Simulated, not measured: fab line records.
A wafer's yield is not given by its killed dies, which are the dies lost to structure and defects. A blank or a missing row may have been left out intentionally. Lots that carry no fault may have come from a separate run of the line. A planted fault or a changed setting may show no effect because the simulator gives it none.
fab line records + flow rit-cmos
record
- lots=14
- wafers=42
- last-day=7
route steps=202 shown GATE@81 PLDD@123 PSD@152 CONTACT@181 M1@202
lots with no fault: from the same line, run without faults
start-h: the number of hours between the record's first day and the start of the first shown wafer of the lot + wait-h: hours from the lot's prior step to this one + " as in the row above + L1.1+2: a row that stands for several wafers + - no value, or no start given + * or withheld: withheld + < > ~ a bound
route shown NAME@n: names a module that has steps shown in the file, with the first one's number in the route + usual: mean and standard deviation over wafers with no fault + same: alike in all rows + chamber/n: place in a boat + sites: the reading at each site + _std_site: standard deviation of those values + _edge_site: outer sites' mean less inner sites' + radius-mm: how far each site lies from the wafer's centre + mask NAME#n: copy n + behind: the tool/chamber that last shaped the wafer + hold: what put the lot on hold/how long, in hours/how the hold closed + device: which transistor (n, p or np) failed to switch + end of line: the route-end tests of the same wafers + a step without rows: its recipe alone + killed: the dies lost at the first sort to structure and to defects; this is not the yield of the wafer + map: shows each die of a wafer: x if killed, . if not, _ if none is there
set.NAME: the run value of the setting; set.NAME@STEP: its run value at that earlier step + model.NAME: the simulator's own value behind a step, which no gauge read
one table for each step of the route and one row for each wafer, over a sample of lots
services: a tool's chamber out of use, with start hour (start-h, from the record's first day; less than 0 if before it), hours out, and reason
## steps
# step RIT_GATE_OXIDATION_05
# recipe
- temp-c=900
- ambient=O2
- target-thk-a=30
- ox-time-s=270
# usual
- spike-tc-centre-C=901.9/1.7
- spike-tc-load-C=926.6/1.7
- spike-tc-source-C=923.3/1.2
- tube-center-temp-C=900/0.087
- tube_center_temp_C_max=902.3/0.36
- zone-power-load-pct=26.5/1.3
| lot.wafer | tool       | chamber | start-h | wait-h | spike-tc-centre-C | spike-tc-load-C | spike-tc-source-C | tube-center-temp-C | tube_center_temp_C_max | zone-power-load-pct |
|-----------|------------|---------|---------|--------|-------------------|-----------------|-------------------|--------------------|------------------------|---------------------|
| L537.1    | furnace-04 | 0       | 35.56   | 1.2    | 904.1             | 926.2           | 923.5             | 900.01             | 902.5                  | 27.7                |
| L537.3    | "          | 0       | "       | "      | 904.1             | 926.1           | 923.4             | 899.98             | 902.5                  | 27.8                |
| L537.6    | "          | 0       | "       | "      | 905.2             | 928.1           | 922.0             | 899.8              | 901.5                  | 27.1                |
| L539.1    | furnace-01 | 0       | 46.63   | 1.7    | 901.3             | 929.7           | 925.8             | 899.97             | 902.4                  | 25.0                |
| L539.4    | "          | 0       | "       | "      | 901.5             | 926.9           | 924.0             | 900.07             | 902.4                  | 24.7                |
| L539.5    | "          | 0       | "       | "      | 900.7             | 927.2           | 923.2             | 899.92             | 902.3                  | 25.2                |
| L541.1    | furnace-03 | 0       | 61.11   | 2.4    | 900.6             | 925.0           | 924.9             | 900.06             | 902.4                  | 27.3                |
| L541.2    | "          | 0       | "       | "      | 901.0             | 925.3           | 922.7             | 900.07             | 902.5                  | 27.3                |
| L541.6    | "          | 0       | "       | "      | 901.3             | 926.2           | 924.6             | 899.85             | 902.1                  | 27.0                |
| L543.1    | furnace-01 | 0       | 71.76   | 1.2    | 900.0             | 928.8           | 924.7             | 899.86             | 902.0                  | 24.9                |
| L543.3    | "          | 0       | "       | "      | 900.8             | 927.7           | 920.1             | 900.12             | 903.0                  | 24.8                |
| L543.6    | "          | 0       | "       | "      | 903.4             | 928.1           | 921.4             | 900.05             | 902.1                  | 24.7                |
| L544.1    | furnace-03 | 0       | 76.88   | 1.2    | 900.3             | 924.0           | 924.9             | 899.91             | 901.8                  | 27.2                |
| L544.2    | "          | 0       | "       | "      | 899.6             | 924.8           | 924.8             | 900                | 902.2                  | 26.7                |
| L544.3    | "          | 0       | "       | "      | 901.2             | 923.5           | 922.3             | 900.08             | 901.6                  | 26.9                |
| L545.2    | furnace-04 | 0       | 78.64   | 0.8    | 903.3             | 926.8           | 922.3             | 900.11             | 901.9                  | 28.2                |
| L545.4    | "          | 0       | "       | "      | 904.1             | 927.5           | 923.6             | 899.99             | 902.7                  | 28.4                |
| L545.5    | "          | 0       | "       | "      | 903.6             | 925.3           | 923.8             | 899.98             | 903.3                  | 27.9                |
| L546.3    | furnace-04 | 0       | 83.21   | 0.5    | 904.9             | 925.6           | 922.9             | 899.95             | 902.4                  | 27.6                |
| L546.5    | "          | 0       | "       | "      | 904.3             | 927.2           | 923.6             | 899.91             | 902.3                  | 28.2                |
| L546.6    | "          | 0       | "       | "      | 902.2             | 926.8           | 923.0             | 899.82             | 902.2                  | 27.6                |
| L547.3    | furnace-04 | 0       | 88.77   | 2.3    | 905.1             | 927.4           | 922.8             | 899.92             | 902.0                  | 27.5                |
| L547.4    | "          | 0       | "       | "      | 904.1             | 927.4           | 922.6             | 899.99             | 902.1                  | 27.5                |
| L547.6    | "          | 0       | "       | "      | 903.8             | 926.7           | 923.9             | 899.88             | 901.6                  | 27.4                |
| L549.2    | furnace-01 | 0       | 94.90   | 0.5    | 900.0             | 927.6           | 921.9             | 900.01             | 902.4                  | 25.3                |
| L549.3    | "          | 0       | "       | "      | 901.8             | 928.7           | 922.5             | 900.07             | 902.1                  | 25.2                |
| L549.5    | "          | 0       | "       | "      | 900.3             | 927.6           | 922.7             | 899.96             | 902.2                  | 25.0                |
| L550.4    | furnace-01 | 0       | 100.09  | 1.2    | 900.8             | 927.3           | 922.7             | 900.01             | 902.2                  | 25.0                |
| L550.5    | "          | 0       | "       | "      | 900.1             | 928.6           | 923.2             | 899.84             | 902.1                  | 24.9                |
| L550.6    | "          | 0       | "       | "      | 901.8             | 928.3           | 921.1             | 899.95             | 901.7                  | 25.0                |
| L552.2    | furnace-01 | 0       | 111.93  | 0.2    | 883.3             | 912.3           | 907.3             | 884.23             | 886.3                  | 24.5                |
| L552.3    | "          | 0       | "       | "      | 885.2             | 910.4           | 906.7             | 884.05             | 886.5                  | 23.8                |
| L552.5    | "          | 0       | "       | "      | 883.9             | 914.1           | 906.9             | 883.95             | 885.9                  | 24.1                |
| L553.2    | furnace-01 | 0       | 113.53  | 0.0    | 885.1             | 912.3           | 907.0             | 883.97             | 886.2                  | 24.1                |
| L553.3    | "          | 0       | "       | "      | 885.5             | 912.5           | 906.0             | 884.17             | 886.0                  | 23.9                |
| L553.5    | "          | 0       | "       | "      | 885.4             | 911.6           | 907.6             | 884.08             | 886.4                  | 24.1                |
| L559.1    | furnace-03 | 0       | 144.17  | 0.1    | 902.6             | 924.5           | 926.0             | 900.01             | 902.6                  | 26.9                |
| L559.3    | "          | 0       | "       | "      | 902.0             | 925.7           | 924.6             | 899.85             | 902.2                  | 26.7                |
| L559.6    | "          | 0       | "       | "      | 899.8             | 924.5           | 924.4             | 900.09             | 902.2                  | 27.7                |
| L560.2    | furnace-03 | 0       | 147.54  | 0.2    | 901.6             | 925.8           | 923.3             | 899.86             | 902.5                  | 26.9                |
| L560.4    | "          | 0       | "       | "      | 901.5             | 925.3           | 924.8             | 900.02             | 902.7                  | 27.0                |
| L560.5    | "          | 0       | "       | "      | 901.0             | 926.0           | 926.8             | 899.9              | 902.5                  | 27.1                |
# step RIT_GATE_THK_MEAS_07
# recipe
- reads=SiO2_of_GATE_OXIDATION_05
# usual
- GATE_OXIDE_THK=3.03/0.059
| lot.wafer | tool          | chamber | start-h | wait-h | GATE_OXIDE_THK[nm] |
|-----------|---------------|---------|---------|--------|--------------------|
| L537.1    | film-metro-02 | -       | 38.44   | 0.0    | 3.10               |
| L537.3    | "             | -       | "       | "      | 3.02               |
| L537.6    | "             | -       | "       | "      | 2.98               |
| L539.1    | film-metro-04 | -       | 52.78   | 0.0    | 3.03               |
| L539.4    | "             | -       | "       | "      | 3.05               |
| L539.5    | "             | -       | "       | "      | 3.07               |
| L541.1    | film-metro-01 | -       | 63.41   | 0.0    | 3.00               |
| L541.2    | "             | -       | "       | "      | 3.07               |
| L541.6    | "             | -       | "       | "      | 2.99               |
| L543.1    | film-metro-02 | -       | 75.57   | 0.0    | 3.01               |
| L543.3    | "             | -       | "       | "      | 3.10               |
| L543.6    | "             | -       | "       | "      | 3.02               |
| L544.1    | film-metro-04 | -       | 79.52   | 0.0    | 2.97               |
| L544.2    | "             | -       | "       | "      | 2.96               |
| L544.3    | "             | -       | "       | "      | 2.93               |
| L545.2    | film-metro-02 | -       | 81.29   | 0.0    | 3.02               |
| L545.4    | "             | -       | "       | "      | 3.00               |
| L545.5    | "             | -       | "       | "      | 3.07               |
| L546.3    | film-metro-01 | -       | 85.47   | 0.0    | 3.11               |
| L546.5    | "             | -       | "       | "      | 3.07               |
| L546.6    | "             | -       | "       | "      | 3.09               |
| L547.3    | film-metro-04 | -       | 90.80   | 0.0    | 2.95               |
| L547.4    | "             | -       | "       | "      | 2.94               |
| L547.6    | "             | -       | "       | "      | 2.90               |
| L549.2    | film-metro-01 | -       | 97.53   | 0.0    | 3.04               |
| L549.3    | "             | -       | "       | "      | 3.00               |
| L549.5    | "             | -       | "       | "      | 2.96               |
| L550.4    | film-metro-01 | -       | 102.76  | 0.0    | 2.91               |
| L550.5    | "             | -       | "       | "      | 3.02               |
| L550.6    | "             | -       | "       | "      | 3.06               |
| L552.2    | film-metro-02 | -       | 113.26  | 0.0    | 2.54               |
| L552.3    | "             | -       | "       | "      | 2.56               |
| L552.5    | "             | -       | "       | "      | 2.52               |
| L553.2    | film-metro-01 | -       | 114.86  | 0.0    | 2.43               |
| L553.3    | "             | -       | "       | "      | 2.41               |
| L553.5    | "             | -       | "       | "      | 2.45               |
| L559.1    | film-metro-01 | -       | 145.50  | 0.0    | 3.02               |
| L559.3    | "             | -       | "       | "      | 2.98               |
| L559.6    | "             | -       | "       | "      | 3.02               |
| L560.2    | film-metro-02 | -       | 149.79  | 0.0    | 3.04               |
| L560.4    | "             | -       | "       | "      | 3.03               |
| L560.5    | "             | -       | "       | "      | 3.10               |
# step RIT_PLDD_STRIP_09
# recipe
- chemistry=O2
- time-s=180
- resist=NOVOLAK
- platen-temp-c=withheld
- power-w=500
- pressure-mtorr=4000
- o2-flow-sccm=4000
# usual
- drypump-motor-current-A=5.80/0.16
# same
- time-s=180
| lot.wafer | tool            | chamber | start-h | wait-h | drypump-motor-current-A | rf-hours-counter-h |
|-----------|-----------------|---------|---------|--------|-------------------------|--------------------|
| L537.1    | plasma-asher-01 | 0       | 48.11   | 0.1    | 5.78                    | 40                 |
| L537.3    | "               | 1       | "       | "      | 5.76                    | -                  |
| L537.6    | "               | 0       | "       | "      | 5.81                    | -                  |
| L539.1    | plasma-asher-04 | 0       | 64.02   | 0.1    | 6.19                    | 26                 |
| L539.4    | "               | 0       | "       | "      | 6.19                    | -                  |
| L539.5    | "               | 0       | "       | "      | 6.20                    | -                  |
| L541.1    | plasma-asher-03 | 0       | 73.23   | 0.1    | 5.77                    | 43                 |
| L541.2    | "               | 1       | "       | "      | 5.62                    | 43                 |
| L541.6    | "               | 1       | "       | "      | 5.64                    | -                  |
| L543.1    | plasma-asher-03 | 1       | 84.88   | 0.1    | 5.64                    | 44                 |
| L543.3    | "               | 0       | "       | "      | 5.77                    | -                  |
| L543.6    | "               | 1       | "       | "      | 5.64                    | -                  |
| L544.1    | plasma-asher-04 | 0       | 89.87   | 0.1    | 6.19                    | 28                 |
| L544.2    | "               | 1       | "       | "      | 6.21                    | 28                 |
| L544.3    | "               | 0       | "       | "      | 6.17                    | -                  |
| L545.2    | plasma-asher-01 | 0       | 92.49   | 0.1    | 5.82                    | 45                 |
| L545.4    | "               | 0       | "       | "      | 5.83                    | -                  |
| L545.5    | "               | 1       | "       | "      | 5.77                    | -                  |
| L546.3    | plasma-asher-03 | 1       | 96.44   | 0.1    | 5.65                    | -                  |
| L546.5    | "               | 1       | "       | "      | 5.63                    | -                  |
| L546.6    | "               | 0       | "       | "      | 5.75                    | -                  |
| L547.3    | plasma-asher-03 | 1       | 100.50  | 0.1    | 5.64                    | -                  |
| L547.4    | "               | 0       | "       | "      | 5.75                    | -                  |
| L547.6    | "               | 1       | "       | "      | 5.64                    | -                  |
| L549.2    | plasma-asher-01 | 1       | 109.13  | 0.1    | 5.78                    | 47                 |
| L549.3    | "               | 1       | "       | "      | 5.76                    | -                  |
| L549.5    | "               | 1       | "       | "      | 5.76                    | -                  |
| L550.4    | plasma-asher-04 | 0       | 113.21  | 0.1    | 6.20                    | -                  |
| L550.5    | "               | 0       | "       | "      | 6.22                    | -                  |
| L550.6    | "               | 1       | "       | "      | 6.18                    | -                  |
| L552.2    | plasma-asher-03 | 0       | 123.71  | 0.1    | 5.77                    | 49                 |
| L552.3    | "               | 1       | "       | "      | 5.62                    | -                  |
| L552.5    | "               | 1       | "       | "      | 5.64                    | -                  |
| L553.2    | plasma-asher-01 | 1       | 126.30  | 0.1    | 5.75                    | 49                 |
| L553.3    | "               | 1       | "       | "      | 5.76                    | -                  |
| L553.5    | "               | 0       | "       | "      | 5.80                    | -                  |
| L559.1    | plasma-asher-03 | 0       | 155.23  | 0.1    | 5.77                    | 53                 |
| L559.3    | "               | 1       | "       | "      | 5.65                    | -                  |
| L559.6    | "               | 1       | "       | "      | 5.63                    | -                  |
| L560.2    | plasma-asher-01 | 1       | 160.25  | 0.1    | 5.76                    | 52                 |
| L560.4    | "               | 1       | "       | "      | 5.76                    | -                  |
| L560.5    | "               | 1       | "       | "      | 5.77                    | -                  |
# step RIT_PSD_TW_MEAS_10
# usual
- PSD_TW=3416/35
| lot.wafer | tool          | chamber | start-h | wait-h | PSD_TW |
|-----------|---------------|---------|---------|--------|--------|
| L537.1    | film-metro-03 | -       | 53.96   | 0.1    | 3389   |
| L537.3    | "             | -       | "       | "      | 3370   |
| L537.6    | "             | -       | "       | "      | 3395   |
| L539.1    | film-metro-02 | -       | 69.67   | 0.1    | 3397   |
| L539.4    | "             | -       | "       | "      | 3398   |
| L539.5    | "             | -       | "       | "      | 3393   |
| L541.1    | film-metro-04 | -       | 78.76   | 0.1    | 3475   |
| L541.2    | "             | -       | "       | "      | 3458   |
| L541.6    | "             | -       | "       | "      | 3436   |
| L543.1    | film-metro-03 | -       | 90.51   | 0.1    | 3416   |
| L543.3    | "             | -       | "       | "      | 3400   |
| L543.6    | "             | -       | "       | "      | 3408   |
| L544.1    | film-metro-02 | -       | 96.59   | 0.1    | 3381   |
| L544.2    | "             | -       | "       | "      | 3383   |
| L544.3    | "             | -       | "       | "      | 3388   |
| L545.2    | film-metro-03 | -       | 99.35   | 0.1    | 3396   |
| L545.4    | "             | -       | "       | "      | 3396   |
| L545.5    | "             | -       | "       | "      | 3399   |
| L546.3    | film-metro-03 | -       | 102.29  | 0.1    | 3399   |
| L546.5    | "             | -       | "       | "      | 3410   |
| L546.6    | "             | -       | "       | "      | 3409   |
| L547.3    | film-metro-03 | -       | 106.34  | 0.1    | 3428   |
| L547.4    | "             | -       | "       | "      | 3402   |
| L547.6    | "             | -       | "       | "      | 3415   |
| L549.2    | film-metro-02 | -       | 114.79  | 0.1    | 3376   |
| L549.3    | "             | -       | "       | "      | 3375   |
| L549.5    | "             | -       | "       | "      | 3393   |
| L550.4    | film-metro-04 | -       | 119.00  | 0.1    | 3474   |
| L550.5    | "             | -       | "       | "      | 3478   |
| L550.6    | "             | -       | "       | "      | 3455   |
| L552.2    | film-metro-03 | -       | 129.40  | 0.1    | 3393   |
| L552.3    | "             | -       | "       | "      | 3405   |
| L552.5    | "             | -       | "       | "      | 3396   |
| L553.2    | film-metro-03 | -       | 132.13  | 0.1    | 3399   |
| L553.3    | "             | -       | "       | "      | 3423   |
| L553.5    | "             | -       | "       | "      | 3406   |
| L559.1    | film-metro-03 | -       | 160.76  | 0.1    | 3414   |
| L559.3    | "             | -       | "       | "      | 3418   |
| L559.6    | "             | -       | "       | "      | 3411   |
| L560.2    | film-metro-04 | -       | 165.97  | 0.1    | 3483   |
| L560.4    | "             | -       | "       | "      | 3468   |
| L560.5    | "             | -       | "       | "      | 3492   |
# step RIT_CONTACT_CD_MEAS_90
# recipe
- target-cd-nm=1000
# usual
- cd-nm=1000.8/2.3
| lot.wafer | tool      | chamber | start-h | wait-h | cd-nm  |
|-----------|-----------|---------|---------|--------|--------|
| L537.1    | cd-sem-01 | -       | 57.34   | 0.1    | 999.6  |
| L537.3    | "         | -       | "       | "      | 999.1  |
| L537.6    | "         | -       | "       | "      | 1001.8 |
| L539.1    | cd-sem-02 | -       | 72.97   | 0.1    | 1002.0 |
| L539.4    | "         | -       | "       | "      | 1001.8 |
| L539.5    | "         | -       | "       | "      | 1000.8 |
| L541.1    | cd-sem-02 | -       | 82.21   | 0.1    | 1001.3 |
| L541.2    | "         | -       | "       | "      | 1000.5 |
| L541.6    | "         | -       | "       | "      | 1003.0 |
| L543.1    | cd-sem-01 | -       | 93.75   | 0.1    | 996.8  |
| L543.3    | "         | -       | "       | "      | 995.2  |
| L543.6    | "         | -       | "       | "      | 997.4  |
| L544.1    | cd-sem-02 | -       | 100.08  | 0.1    | 1001.1 |
| L544.2    | "         | -       | "       | "      | 1002.4 |
| L544.3    | "         | -       | "       | "      | 1000.6 |
| L545.2    | cd-sem-02 | -       | 102.72  | 0.1    | 998.1  |
| L545.4    | "         | -       | "       | "      | 995.9  |
| L545.5    | "         | -       | "       | "      | 998.3  |
| L546.3    | cd-sem-01 | -       | 105.60  | 0.1    | 999.1  |
| L546.5    | "         | -       | "       | "      | 1001.3 |
| L546.6    | "         | -       | "       | "      | 999.8  |
| L547.3    | cd-sem-01 | -       | 109.91  | 0.1    | 1001.2 |
| L547.4    | "         | -       | "       | "      | 1001.9 |
| L547.6    | "         | -       | "       | "      | 1003.1 |
| L549.2    | cd-sem-01 | -       | 118.19  | 0.1    | 1003.1 |
| L549.3    | "         | -       | "       | "      | 999.2  |
| L549.5    | "         | -       | "       | "      | 1003.5 |
| L550.4    | cd-sem-02 | -       | 122.41  | 0.1    | 1002.8 |
| L550.5    | "         | -       | "       | "      | 1001.9 |
| L550.6    | "         | -       | "       | "      | 1003.6 |
| L552.2    | cd-sem-01 | -       | 132.84  | 0.1    | 1001.1 |
| L552.3    | "         | -       | "       | "      | 1002.0 |
| L552.5    | "         | -       | "       | "      | 1001.1 |
| L553.2    | cd-sem-02 | -       | 135.50  | 0.1    | 1002.9 |
| L553.3    | "         | -       | "       | "      | 1004.9 |
| L553.5    | "         | -       | "       | "      | 1002.7 |
| L559.1    | cd-sem-02 | -       | 164.30  | 0.1    | 1000.9 |
| L559.3    | "         | -       | "       | "      | 999.6  |
| L559.6    | "         | -       | "       | "      | 999.7  |
| L560.2    | cd-sem-02 | -       | 169.35  | 0.1    | 1000.5 |
| L560.4    | "         | -       | "       | "      | 1000.9 |
| L560.5    | "         | -       | "       | "      | 1002.4 |
# step RIT_M1_PROBE_99
# usual
- killed-at-contacts=0.1/0.36
- killed-at-front-end=7/3.1
- killed-dies=7/3.1
- killed-open=3.6/2.1
- killed-short=3.2/1.9
# same
- gross-dies=264
- killed_at_M0_to_M3=0
- killed_at_M4_up=0
- killed-at-back-side=0
- killed-at-other=0
| lot.wafer | tool      | chamber | start-h | wait-h | killed-at-contacts | killed-at-front-end | killed-dies | killed-open | killed-short |
|-----------|-----------|---------|---------|--------|--------------------|---------------------|-------------|-------------|--------------|
| L543.1    | prober-01 | -       | 98.42   | 0.1    | 0                  | 6                   | 6           | 3           | 3            |
| L543.3    | prober-01 | -       | 98.52   | 0.2    | 0                  | 8                   | 8           | 2           | 6            |
| L543.6    | prober-01 | -       | 98.67   | 0.2    | 0                  | 8                   | 8           | 6           | 2            |
| L549.2    | prober-01 | -       | 122.85  | 0.1    | 0                  | 9                   | 9           | 2           | 7            |
| L549.3    | prober-01 | -       | 122.90  | 0.2    | 0                  | 13                  | 13          | 9           | 3            |
| L549.5    | prober-01 | -       | 123.00  | 0.2    | 0                  | 5                   | 5           | 2           | 2            |
| L552.2    | prober-02 | -       | 137.52  | 0.1    | 0                  | 1                   | 1           | 1           | 0            |
| L552.3    | prober-02 | -       | 137.57  | 0.2    | 0                  | 1                   | 1           | 0           | 1            |
| L552.5    | prober-02 | -       | 137.67  | 0.2    | 0                  | 9                   | 9           | 5           | 4            |
| L553.2    | prober-01 | -       | 140.01  | 0.1    | 0                  | 5                   | 5           | 2           | 3            |
| L553.3    | prober-01 | -       | 140.06  | 0.2    | 0                  | 5                   | 5           | 1           | 4            |
| L553.5    | prober-01 | -       | 140.16  | 0.2    | 0                  | 4                   | 4           | 3           | 1            |
| L559.1    | prober-01 | -       | 168.78  | 0.1    | 0                  | 9                   | 9           | 5           | 4            |
| L559.3    | prober-01 | -       | 168.88  | 0.2    | 0                  | 2                   | 2           | 1           | 1            |
| L559.6    | prober-01 | -       | 169.03  | 0.2    | 1                  | 5                   | 6           | 4           | 2            |
| L560.2    | prober-02 | -       | 173.87  | 0.1    | 0                  | 10                  | 10          | 6           | 4            |
| L560.4    | prober-02 | -       | 173.97  | 0.2    | 0                  | 11                  | 11          | 4           | 7            |
| L560.5    | prober-02 | -       | 174.02  | 0.2    | 0                  | 12                  | 12          | 9           | 3            |
# killed by level:class
L543.1 SILICIDE:geometric-particle:short=2 REOX:geometric-particle:short=1 REOX:geometric-particle:open=1 SPACER:geometric-particle:open=1 SILICIDE:geometric-particle:open=1
L543.3 GATE:geometric-particle:short=3 GATE:geometric-particle:open=2 SPACER:geometric-particle:short=2 REOX:geometric-particle:short=1
L543.6 FOX2:geometric-particle:open=2 GATE:geometric-particle:open=2 REOX:geometric-particle:open=2 GATE:geometric-particle:short=1 REOX:geometric-particle:short=1
L549.2 REOX:geometric-particle:short=2 SPACER:geometric-particle:short=2 FOX2:geometric-particle:short=1 GATE:geometric-particle:short=1 SPACER:geometric-particle:open=1 SILICIDE:geometric-particle:short=1 SILICIDE:geometric-particle:open=1
L549.3 SILICIDE:geometric-particle:open=4 REOX:geometric-particle:open=3 SPACER:geometric-particle:open=2 FOX1:geometric-particle:short=1 SPACER:geometric-particle:short=1 SILICIDE:geometric-particle:short=1 NWELL:coat-microbubble-printed=1
L549.5 SILICIDE:geometric-particle:short=2 GATE:geometric-particle:open=1 REOX:geometric-particle:open=1 NWELL:coat-microbubble-printed=1
L552.2 FOX1:geometric-particle:open=1
L552.3 FOX1:geometric-particle:short=1
L552.5 GATE:geometric-particle:open=4 GATE:geometric-particle:short=4 SPACER:geometric-particle:open=1
L553.2 GATE:geometric-particle:open=2 GATE:geometric-particle:short=2 SPACER:geometric-particle:short=1
L553.3 SILICIDE:geometric-particle:short=3 FOX2:geometric-particle:short=1 GATE:geometric-particle:open=1
L553.5 GATE:geometric-particle:open=2 REOX:geometric-particle:short=1 REOX:geometric-particle:open=1
L559.1 GATE:geometric-particle:open=5 GATE:geometric-particle:short=2 FOX1:geometric-particle:short=1 REOX:geometric-particle:short=1
L559.3 FOX2:geometric-particle:open=1 GATE:geometric-particle:short=1
L559.6 GATE:geometric-particle:open=2 FOX1:geometric-particle:open=1 REOX:geometric-particle:short=1 SPACER:geometric-particle:open=1 CONTACT:geometric-particle:short=1
L560.2 FOX2:geometric-particle:open=3 FOX2:geometric-particle:short=3 GATE:geometric-particle:open=3 STARTING-WAFER:geometric-particle:short=1
L560.4 GATE:geometric-particle:short=5 GATE:geometric-particle:open=2 SPACER:geometric-particle:open=2 FOX2:geometric-particle:short=1 SPACER:geometric-particle:short=1
L560.5 GATE:geometric-particle:open=5 FOX1:geometric-particle:open=1 FOX2:geometric-particle:open=1 GATE:geometric-particle:short=1 REOX:geometric-particle:short=1 SPACER:geometric-particle:short=1 SPACER:geometric-particle:open=1 SILICIDE:geometric-particle:open=1
## services
| tool            | chamber | start-h | hours | kind   |
|-----------------|---------|---------|-------|--------|
| furnace-01      | -       | 30.36   | 3.7   | pm     |
| furnace-04      | -       | 42.17   | 16.0  | pm     |
| plasma-asher-04 | -       | 105.75  | 0.9   | repair |
| furnace-01      | -       | 152.90  | 4.8   | pm     |
## key
first-sign
- step=RIT_GATE_OXIDATION_05
- reading=tube-center-temp-C
- direction=down
- sigmas=99+
- usual=*
- struck=*
effect
- step=RIT_GATE_OXIDATION_05
- reading=tube_center_temp_C_max
- direction=down
- sigmas=45
- usual=*
- struck=*
effect
- step=RIT_GATE_THK_MEAS_07
- reading=GATE_OXIDE_THK
- direction=down
- sigmas=9.3
- usual=3.03
- struck=2.48
met-at RIT_GATE_OXIDATION_05
struck-lots L552,L553
tester-left-out L552,L553
not-acting-at RIT_PLDD_STRIP_09,RIT_PSD_TW_MEAS_10,RIT_CONTACT_CD_MEAS_90
onset-between 100.09 111.93
fault
- kind=process-parameter-drift
- tool=furnace-01
- chamber=-
- onset-h=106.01
- steps=RIT_GATE_OXIDATION_05
- channel=temp-c
- offset=*
- shape=step
- end-h=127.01
- acts-in=*
- stated=*
# tester-left-out: of these lots the tester's yield and bins aren't shown, on N5 and GAA mostly nor the transistor test; their killed dies are dies lost to structure and defects alone, not to doping, threshold or leakage, so they don't give the yield
